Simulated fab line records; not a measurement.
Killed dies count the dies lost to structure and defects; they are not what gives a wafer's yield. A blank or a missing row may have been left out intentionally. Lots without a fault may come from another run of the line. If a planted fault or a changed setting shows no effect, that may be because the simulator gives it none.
Split-lot experiment ; flow berkeley-cmos170 ; on a route of 331 steps: 5 lots, 23 wafers read

ABOUT THE SPLIT
At UCB170_ACTIVE_COAT_08 (resist thk 900 nm), the setting spin-rpm was moved away from the recipe's 1500 rpm on 9 of the 23 wafers read, by -7.2% to -3.4%. The other wafers ran this setting at the recipe's value.

Reading taken at the split's own step.

THE READING
KrF_of_ACTIVE_COAT_08.thk-nm (the simulator's own value, which no gauge read), in nm, at UCB170_ACTIVE_COAT_08 (resist thk 900 nm). No usual value for it is given in the file. The 14 wafers here that ran the recipe average 901.5 nm, standard deviation 1.5 nm.

wafer;tool, chamber at the split;spin-rpm as run, rpm;against the recipe;KrF_of_ACTIVE_COAT_08.thk-nm, nm;against lot-mates on the recipe
L074.2;litho-track-03, 0;1449;-3.4%;917.6;+14.4
L074.3;litho-track-03, 0;1449;-3.4%;917.7;+14.5
L074.4;litho-track-03, 0;1500;recipe;904.1;-
L074.5;litho-track-03, 0;1449;-3.4%;918.6;+15.4
L074.6;litho-track-03, 0;1500;recipe;902.2;-
L076.1;litho-track-03, 0;1500;recipe;902.6;-
L076.2;litho-track-03, 0;1500;recipe;900.9;-
L076.3;litho-track-03, 0;1392;-7.2%;933.9;+32.1
L076.4;litho-track-03, 0;1392;-7.2%;934.7;+33.0
L076.6;litho-track-03, 0;1392;-7.2%;932.6;+30.9
L080.1;litho-track-03, 0;1500;recipe;899.7;-
L080.2;litho-track-03, 0;1500;recipe;901.9;-
L080.4;litho-track-03, 0;1399;-6.7%;927.4;+26.6
L080.5;litho-track-03, 0;1399;-6.7%;932.2;+31.4
L080.6;litho-track-03, 0;1399;-6.7%;931.1;+30.3
L078.3;litho-track-01, 0;1500;recipe;900.4;-
L078.4;litho-track-01, 0;1500;recipe;901.3;-
L078.6;litho-track-01, 0;1500;recipe;901.9;-
L084.1;litho-track-02, 0;1500;recipe;900;-
L084.2;litho-track-02, 0;1500;recipe;904;-
L084.3;litho-track-02, 0;1500;recipe;902.8;-
L084.5;litho-track-02, 0;1500;recipe;899.9;-
L084.6;litho-track-02, 0;1500;recipe;899.6;-

THE FIT
A straight line over all 23 wafers: KrF_of_ACTIVE_COAT_08.thk-nm changes by -4.4 nm for each +1% of spin-rpm; r = -0.99; the points scatter about the line by 1.6 nm.
The same after taking each lot's own level away (the mean of its wafers on the recipe; 23 wafers): -4.41 nm for each +1%; r = -1.00; scatter 1.4 nm.
According to that fit, moving spin-rpm by its largest amount changes the reading by 32 nm.
From 900.80 to 903.15 nm: that is the span of the lots' own levels, equal to 1.6 times the standard deviation above.
So the lot-to-lot level changes the slope little: the two slopes agree.
Check: for one of the wafers moved furthest among these (-7.2%), held out of the fit, the line's prediction against its lot-mates is +31.6 nm. It came out at +32.1 nm against them.

THESE WAFERS: OTHER SPLITS
Note: prior to the reading, these wafers also went through further splits. Each is held against what the fit with the lots' levels taken away leaves over:
other split on the same wafers;wafers away from the commonest value;r with KrF_of_ACTIVE_COAT_08.thk-nm (lot level and that fit taken away)
UCB170_START_OXIDATION_02 ox-time-s;18;-0.03
UCB170_NWELL_CVD_04 time-s;10;-0.07
UCB170_NWELL_IMPLANT_14 energy-kev;11;+0.01
UCB170_PWELL_IMPLANT_15 dose-cm2;6;-0.02

THE WHOLE CHAIN: every reading that the file lists as answering this split, in the file's order
step;what it does;reading;change (the file's fit);r (the file's)
UCB170_ACTIVE_COAT_08;resist thk 900 nm;KrF_of_ACTIVE_COAT_08.thk-nm (the simulator's own value, which no gauge read);-4.41 nm for each +1% of the setting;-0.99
UCB170_ACTIVE_STRIP_16;strips in O2;strip-time-to-endpoint-s;withheld for each +1% of the setting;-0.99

THE FILE'S OWN FIT
KrF_of_ACTIVE_COAT_08.thk-nm changes by -4.41 nm for each +1% of spin-rpm, r = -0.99.
